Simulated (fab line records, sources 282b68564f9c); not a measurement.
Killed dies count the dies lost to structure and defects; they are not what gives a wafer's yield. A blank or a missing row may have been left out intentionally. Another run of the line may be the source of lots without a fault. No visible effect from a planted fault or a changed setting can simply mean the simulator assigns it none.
Lot-split experiment | flow rit_cmos | 5 lots, 23 wafers read, on a route of 202 steps

== SPLIT DETAILS ==
At RIT_FOX1_OXIDATION_00 (target thk 350.7 nm, ox time 1130 s), the setting ox_time_s was moved away from the recipe's 1130 s on 15 of the 23 wafers read, by -11.0% to +11.7%. The other wafers ran this setting at the recipe's value.

Split to reading: the file shows no intervening step.

== THE READING ==
FOX1_OXIDE_THK in nanometres, read at RIT_FOX1_THK_MEAS_01. Fault-free wafers of this fab line usually give 351 nm, standard deviation 7.8 nm.

wafer  | tool, chamber at the split | ox_time_s as run, s | against the recipe | FOX1_OXIDE_THK, nm | against lot-mates on the recipe
L076.1 | -, -                       | 1006                | -11.0%             | 326                | no lot-mate on the recipe
L076.2 | -, -                       | 1006                | -11.0%             | 332                | no lot-mate on the recipe
L076.3 | -, -                       | 1006                | -11.0%             | 333                | no lot-mate on the recipe
L076.4 | -, -                       | 1006                | -11.0%             | 326                | no lot-mate on the recipe
L076.6 | -, -                       | 1006                | -11.0%             | 328                | no lot-mate on the recipe
L078.2 | furnace-01, 0              | 1130                | recipe             | 355                | -
L078.3 | furnace-01, 0              | 1130                | recipe             | 351                | -
L078.4 | furnace-01, 0              | 1130                | recipe             | 352                | -
L079.1 | -, -                       | 1262                | +11.7%             | 379                | no lot-mate on the recipe
L079.2 | -, -                       | 1262                | +11.7%             | 377                | no lot-mate on the recipe
L079.3 | -, -                       | 1262                | +11.7%             | 378                | no lot-mate on the recipe
L079.5 | -, -                       | 1262                | +11.7%             | 375                | no lot-mate on the recipe
L079.6 | -, -                       | 1262                | +11.7%             | 375                | no lot-mate on the recipe
L084.2 | -, -                       | 1130                | recipe             | 348                | -
L084.3 | -, -                       | 1130                | recipe             | 352                | -
L084.4 | -, -                       | 1130                | recipe             | 345                | -
L084.5 | -, -                       | 1130                | recipe             | 355                | -
L084.6 | -, -                       | 1130                | recipe             | 353                | -
L085.2 | -, -                       | 1179                | +4.3%              | 352                | no lot-mate on the recipe
L085.3 | -, -                       | 1179                | +4.3%              | 353                | no lot-mate on the recipe
L085.4 | -, -                       | 1179                | +4.3%              | 349                | no lot-mate on the recipe
L085.5 | -, -                       | 1179                | +4.3%              | 351                | no lot-mate on the recipe
L085.6 | -, -                       | 1179                | +4.3%              | 357                | no lot-mate on the recipe

THE FIT
A straight line over all 23 wafers: FOX1_OXIDE_THK changes by +2.01 nm for each +1% of ox_time_s; r = +0.96; the points scatter about the line by 4.6 nm.
Too few moved wafers have a lot-mate on the recipe to fit a line with each lot's own level taken away.

== THE WHOLE CHAIN: every reading that the file lists as answering this split, in the file's order ==
step                  | what it does                        | reading                                                                           | change (the file's fit)           | r (the file's)
RIT_FOX1_OXIDATION_00 | target thk 350.7 nm, ox time 1130 s | SiO2_of_FOX1_OXIDATION_00.thk_nm (the simulator's own value, which no gauge read) | +2 nm for each +1% of the setting | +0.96
RIT_FOX1_THK_MEAS_01  |                                     | FOX1_OXIDE_THK                                                                    | +1.99 for each +1% of the setting | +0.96

== THE FILE'S OWN FIT ==
FOX1_OXIDE_THK changes by +1.99 nm for each +1% of ox_time_s, r = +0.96.
